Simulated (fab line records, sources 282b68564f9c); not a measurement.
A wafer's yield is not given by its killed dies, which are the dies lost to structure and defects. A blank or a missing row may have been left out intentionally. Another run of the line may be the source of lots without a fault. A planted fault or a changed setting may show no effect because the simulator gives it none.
Comparing a struck lot with a sound one    flow rit cmos    18 out of 202 route steps
Sound: the wafers L425.1, L425.4, L425.6. Struck: wafers L431.3, L431.5. (L431.6 of the same lot was not struck and is left out.) The cause comes at the end.
For every step that has rows: the tool of each side, followed by ch and its chambers, followed by its first start. Under that, the readings that differ: sound wafers    struck wafers    difference of the means    sigmas: that difference in standard deviations of wafers without a fault.
alike: a reading whose means differ by less than 2 such deviations, as well as words and numbers matching on both sides. not compared: withheld readings; readings where some wafer has no value; bounds like >300 that might hide an equal value; numbers whose values overlap and for which the record gives no deviation.
A row with sigmas, a row that says differs or no value, or rows on one side alone: a step with any of these is where the two part. Non-overlapping numbers with no deviation appear without sigmas and do not part them. A reading missing from all wafers of one side parts the sides only when that side holds two or more wafers.

RIT_M1_SPUTTER_00: material Al, target thk 400 nm, time 500 s.
  sound on pvd sputter-02, day 4 07:43; struck on pvd sputter-02, day 5 09:26
  alike: throttle valve pct
RIT_M1_RS_MEAS_01: measurement is done with a four-point probe.
  sound on film metro-01, day 4 08:00; struck on film metro-02, day 5 09:46
  alike: M1_AL_RS
RIT_M1_THK_MEAS_02: measures by xrf.
  sound on film metro-01, day 4 08:07; struck on film metro-02, day 5 09:52
  alike: M1_AL_THK
then, 6 steps without rows for these wafers: RIT_M1_HMDS_03 (prime time 60 s); RIT_M1_COAT_04 (resist thk 1300 nm); RIT_M1_SOFTBAKE_05 (time 60 s); RIT_M1_EXPOSE_06 (exposes mask M12, target cd 2600 nm); RIT_M1_PEB_07; RIT_M1_DEVELOP_08 (develop time 68 s).
RIT_M1_CD_MEAS_09: target cd 2600 nm.
  sound on cd sem-02, day 4 09:29; struck on cd sem-01, day 5 10:49
  alike: cd nm
RIT_M1_OVL_MEAS_10:
  sound on overlay-02, day 4 09:37; struck on overlay-01, day 5 10:55
  alike: M1_OVL
then, 1 step without rows for these wafers: RIT_M1_HARDBAKE_11 (time 120 s).
RIT_M1_METAL_ETCH_12: etches Al in Cl2/BCl3, stops on SiO2, time 165 s, target depth 600 nm.
  sound on rie metal-02 ch 1, day 4 10:01; struck on rie metal-02 ch 0, day 5 11:14
reading                                  sound              struck       difference  sigmas
drypump motor current A (A)              4.9 4.9 4.8        5.9 5.9      +1.0        +2
oes product au (a.u.)                    0.790 0.787 0.790  1.000 1.006  +0.214      +15
run length s (s)                         196.3 196.8 196.7  104.3 104.3  -92.3       -99 or more
model.NOVOLAK_of_M1_COAT_04.thk nm (nm)  804.7 804.4 804.2  983.4 983    +178.8      
model.M1.feature depth nm (nm)           434.5 432.4 434.9  275.9 277.9  -157.0      
model.etch.depth nm (nm)                 401.5 399.4 402    275.9 277.9  -124.1      
  alike: he backside leak sccm, throttle valve pct
  not compared: rf hours counter h
then, 1 step without rows for these wafers: RIT_M1_STRIP_13 (strips in nmp, time 600 s).
RIT_M1_STRIP_14: strips in O2, time 180 s.
  sound on plasma asher-02 ch 1, day 4 10:25; struck on plasma asher-04 ch 0,1, day 5 11:35
  alike: drypump motor current A
  not compared: rf hours counter h
RIT_M1_CD_MEAS_90: target cd 2600 nm.
  sound on cd sem-02, day 4 10:35; struck on cd sem-01, day 5 11:44
reading     sound                 struck         difference  sigmas
cd nm (nm)  2599.9 2598.9 2598.7  2613.2 2612.4  +13.6       +6
then, 1 step without rows for these wafers: RIT_M1_ANNEAL_15 (time 1800 s).
RIT_M1_PROBE_99:
  sound on prober-01, day 4 12:20; struck on prober-01, day 5 13:32
reading                                sound               struck       difference  sigmas
defect limited yield (%)               98.9 97.3 97.3      0 0          -98         -82
killed_at_M0_to_M3                     0 0 0               257 255      +256        +99 or more
killed dies                            3 7 7               264 264      +258        +83
killed on rim                          0 3 0               70 70        +69         +53
sort_bin_5_function (%)                0.8 1.9 1.9         98.5 99.2    +97.3       +99 or more
sort n pass                            261 257 257         0 0          -258        -83
sort yield pct (%)                     98.9 97.3 97.3      0 0          -98         -82
model.etest.tester.sort n pass         261 257 257         0 0          -258        
model.etest.tester.sort yield pct (%)  98.86 97.35 97.35   0 0          -98         
model.etest.tester.sort_bin_5_pct (%)  0.7576 1.894 1.894  98.48 99.24  +97.34      
model.etest.diode nplus comb.short     0 0 0               1 1          +1          
model.etest.field p metal.short        0 0 0               1 1          +1          
model.etest.antenna poly.short         0 0 0               1 1          +1          
model.etest.diode nplus pwell.short    0 0 0               1 1          +1          
model.etest.field p.short              0 0 0               1 1          +1          
  alike: killed at contacts, killed at front end, killed open, killed short, sort_bin_3_pad_short, sort_bin_6_memory

== WHERE THEY PART ==
Earliest at RIT_M1_METAL_ETCH_12; latest, in this record, at RIT_M1_PROBE_99.

WHY: the cause the simulator had injected
rie metal-02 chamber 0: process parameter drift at RIT_M1_METAL_ETCH_12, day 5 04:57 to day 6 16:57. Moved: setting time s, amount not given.
